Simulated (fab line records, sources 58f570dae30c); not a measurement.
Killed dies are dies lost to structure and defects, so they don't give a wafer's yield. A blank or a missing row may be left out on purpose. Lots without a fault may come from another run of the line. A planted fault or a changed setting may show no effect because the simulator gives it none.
Which tool did it? | flow berkeley_cmos170 | 14 lots, 42 wafers sampled, at 5 steps of a route of 331

WHAT THE GAUGES READ, wafer by wafer
UCB170_ACTIVE_CD_MEAS_90: target cd 1200 nm.
lot  | measured     | on        | cd_nm (nm)
L514 | day 5 01:45  | cd_sem-02 | 1199.6 1200.3 1199.4
L515 | day 5 01:08  | cd_sem-01 | 1199.5 1199.9 1199.4
L516 | day 5 01:38  | cd_sem-02 | 1197.7 1199.9 1199.6
L518 | day 5 11:21  | cd_sem-02 | 1200.5 1201.9 1199.5
L522 | day 6 18:35  | cd_sem-01 | 1202.0 1201.2 1200.4
L524 | day 7 01:04  | cd_sem-02 | 1200.1 1198.4 1199.3
L526 | day 7 09:20  | cd_sem-01 | 1201.1 1200.7 1200.2
L527 | day 8 03:34  | cd_sem-02 | 1198.0 1198.5 1198.1
L530 | day 8 11:10  | cd_sem-02 | 1199.5 1201.7 1200.5
L532 | day 8 20:14  | cd_sem-01 | 1201.4 1202.0 1201.2
L533 | day 9 06:59  | cd_sem-01 | 1198.4 1199.1 1198.8
L534 | day 9 07:19  | cd_sem-02 | 1201.9 1201.9 1202.8
L536 | day 9 07:39  | cd_sem-02 | 1200.8 1199.6 1198.4
L537 | day 10 08:01 | cd_sem-02 | 1198.0 1200.3 1201.1

UCB170_NVT_TW_MEAS_09.
lot  | measured     | on            | NVT_TW
L514 | day 6 17:20  | film_metro-04 | 543 540 542
L515 | day 6 17:28  | film_metro-02 | 527 530 527
L516 | day 6 18:11  | film_metro-01 | 528 529 527
L518 | day 7 05:51  | film_metro-01 | 521 520 521
L522 | day 8 14:29  | film_metro-02 | 487 486 486 488 486 490
L524 | day 8 22:24  | film_metro-01 | 484 482 483 481 480 485
L526 | day 9 06:02  | film_metro-01 | 524 519 520
L527 | day 10 00:38 | film_metro-02 | 529 529 528
L530 | day 10 08:41 | film_metro-01 | 526 522 524
L532 | day 10 09:18 | film_metro-04 | 542 538 538
L533 | day 11 05:55 | film_metro-01 | 526 524 527
L534 | day 11 06:38 | film_metro-01 | 524 528 527
L536 | day 11 06:22 | film_metro-04 | 535 535 535
L537 | day 12 12:17 | film_metro-02 | 528 530 526

UCB170_GATE_THK_MEAS_02.
lot  | measured     | on            | GATE_OXIDE_THK (nm)
L514 | day 7 01:48  | film_metro-03 | 6.77 6.70 6.73
L515 | day 7 01:49  | film_metro-02 | 6.81 6.62 6.63
L516 | day 7 01:48  | film_metro-01 | 6.63 6.75 6.54
L518 | day 7 16:53  | film_metro-02 | 6.61 6.49 6.58
L522 | day 9 04:20  | film_metro-03 | 6.51 6.58 6.52
L524 | day 9 09:04  | film_metro-03 | 6.72 6.79 6.73
L526 | day 9 14:41  | film_metro-01 | 6.64 6.76 6.73
L527 | day 10 13:19 | film_metro-03 | 6.61 6.55 6.57
L530 | day 10 13:20 | film_metro-02 | 6.40 6.38 6.46
L532 | day 10 13:23 | film_metro-02 | 6.56 6.31 6.64
L533 | day 11 16:50 | film_metro-01 | 6.77 6.82 6.65
L534 | day 11 16:54 | film_metro-01 | 6.57 6.66 6.68
L536 | day 11 16:51 | film_metro-03 | 6.66 6.73 6.77
L537 | day 12 19:13 | film_metro-01 | 6.56 6.70 6.61

WHICH TOOL RAN EACH LOT (tool, then ch and the chambers of the sampled wafers, then the start)
lot  | UCB170_NWELL_ETCH_13              | UCB170_NVT_IMPLANT_07
L514 | rie_diel-03 ch 0,1,3, day 2 17:07 | implanter-03 ch 0, day 6 17:05
L515 | rie_diel-04 ch 0,2, day 2 17:10   | implanter-01 ch 0, day 6 17:14
L516 | rie_diel-03 ch 0,1, day 2 17:23   | implanter-03 ch 0, day 6 17:56
L518 | rie_diel-02 ch 0,3, day 3 05:44   | implanter-01 ch 0, day 7 05:36
L522 | rie_diel-03 ch 0,1,3, day 4 08:46 | implanter-01 ch 0, day 8 14:14
L524 | rie_diel-04 ch 2,3, day 4 17:59   | implanter-01 ch 0, day 8 22:09
L526 | rie_diel-02 ch 1,2, day 4 23:32   | implanter-04 ch 0, day 9 05:50
L527 | rie_diel-03 ch 0,2,3, day 5 05:46 | implanter-03 ch 0, day 10 00:24
L530 | rie_diel-03 ch 2,3, day 5 22:04   | implanter-04 ch 0, day 10 08:26
L532 | rie_diel-03 ch 0,2,3, day 6 05:08 | implanter-03 ch 0, day 10 09:03
L533 | rie_diel-02 ch 0,1,3, day 6 15:52 | implanter-03 ch 0, day 11 05:41
L534 | rie_diel-03 ch 0,1, day 6 21:54   | implanter-03 ch 0, day 11 06:23
L536 | rie_diel-04 ch 0,1, day 6 22:32   | implanter-04 ch 0, day 11 06:08
L537 | rie_diel-04 ch 2,3, day 7 14:29   | implanter-04 ch 0, day 12 12:01
- UCB170_NWELL_ETCH_13: etches Si3N4 in CH3F/Ar/O2, stops on SiO2, target depth 246.4 nm, time 154 s.
- UCB170_NVT_IMPLANT_07

WHAT THE TOOLS THEMSELVES READ (means of the sampled wafers that have a number; where no wafer has one, the mark that the record gives instead)
UCB170_NWELL_ETCH_13.
lot  | tool        | drypump_motor_current_A (A) | oes_product_au (a.u.) | throttle_valve_pct (%)
L514 | rie_diel-03 | 6.2                         | 0.930                 | 7.95
L515 | rie_diel-04 | 6.1                         | 0.943                 | 8.05
L516 | rie_diel-03 | 6.4                         | 0.938                 | 8.02
L518 | rie_diel-02 | 6.2                         | 0.943                 | 8.03
L522 | rie_diel-03 | 6.2                         | 0.935                 | 7.95
L524 | rie_diel-04 | 5.5                         | 0.926                 | 8.13
L526 | rie_diel-02 | 5.5                         | 0.939                 | 8.12
L527 | rie_diel-03 | 5.9                         | 0.941                 | 7.97
L530 | rie_diel-03 | 6.0                         | 0.933                 | 7.93
L532 | rie_diel-03 | 5.9                         | 0.948                 | 7.97
L533 | rie_diel-02 | 6.0                         | 0.939                 | 8.07
L534 | rie_diel-03 | 6.1                         | 0.930                 | 7.99
L536 | rie_diel-04 | 5.7                         | 0.954                 | 8.21
L537 | rie_diel-04 | 5.5                         | 0.915                 | 8.14

UCB170_NVT_IMPLANT_07.
lot  | tool         | dose_ions_cm2 | faraday_current_uA
L514 | implanter-03 | 3.001e+12     | 9.38
L515 | implanter-01 | 2.995e+12     | 9.70
L516 | implanter-03 | 2.996e+12     | 9.41
L518 | implanter-01 | 3.007e+12     | 9.46
L522 | implanter-01 | 2.342e+12     | 7.40
L524 | implanter-01 | 2.340e+12     | 7.51
L526 | implanter-04 | 2.995e+12     | 9.46
L527 | implanter-03 | 2.997e+12     | 9.64
L530 | implanter-04 | 2.996e+12     | 9.66
L532 | implanter-03 | 3.001e+12     | 9.52
L533 | implanter-03 | 3.000e+12     | 9.49
L534 | implanter-03 | 3.000e+12     | 9.65
L536 | implanter-04 | 2.999e+12     | 9.43
L537 | implanter-04 | 2.999e+12     | 9.37

THE ANSWER, worked out from the rows above alone
Rule: what is usual is taken from the lots themselves. Put in order of their means at a reading, lots are off if they are a third of the lots or fewer, leave a main group of 4 or more, and stand apart from it by a gap of 3 or more times the standard deviation of the main group's means; of several such gaps the widest counts. A main group whose means are all the same, to the digits that the tables above print for the reading, isn't used. A lot without any number at a reading at which 4 lots or more have one is off too. The other lots that the step has rows for count as sound. The gauges are gone through in route order, then the tools' own readings, and for those a lot's mean is taken as printed above. The first step at which some lot is off is used, and at that step the reading that is off furthest; a lot without a number counts as furthest.
Off: L522, L524, at UCB170_NVT_TW_MEAS_09 (NVT_TW). The main group: mean 529, standard deviation 6.3.
A tool fits if, at a process step before that reading, it ran every lot that is off, and no sound lot after the first of them. The gauges at UCB170_NVT_TW_MEAS_09 aren't tried: what is off there is off at UCB170_NVT_IMPLANT_07 too, on other tools, and a gauge's error can't cause that. One fits: implanter-01 at UCB170_NVT_IMPLANT_07. Its last sound lot is L518 (day 7 05:36), its first lot that is off L522 (day 8 14:14): a fault that began between those two fits.
The tool's own readings at UCB170_NVT_IMPLANT_07 bear it out: on the lots that are off they differ by more than 5 times the standard deviation of the sound lots' means. dose_ions_cm2 reads 2.341e+12 there against 2.999e+12 on the sound lots; faraday_current_uA reads 7.46 there against 9.51 on the sound lots.

WHAT THE SIMULATOR HAD PUT IN
Process parameter drift: implanter-01, from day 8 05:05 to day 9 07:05, at UCB170_NVT_IMPLANT_07. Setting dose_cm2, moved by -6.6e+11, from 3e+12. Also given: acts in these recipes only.
Lots struck among those shown: L522, L524. The rule above found the same.
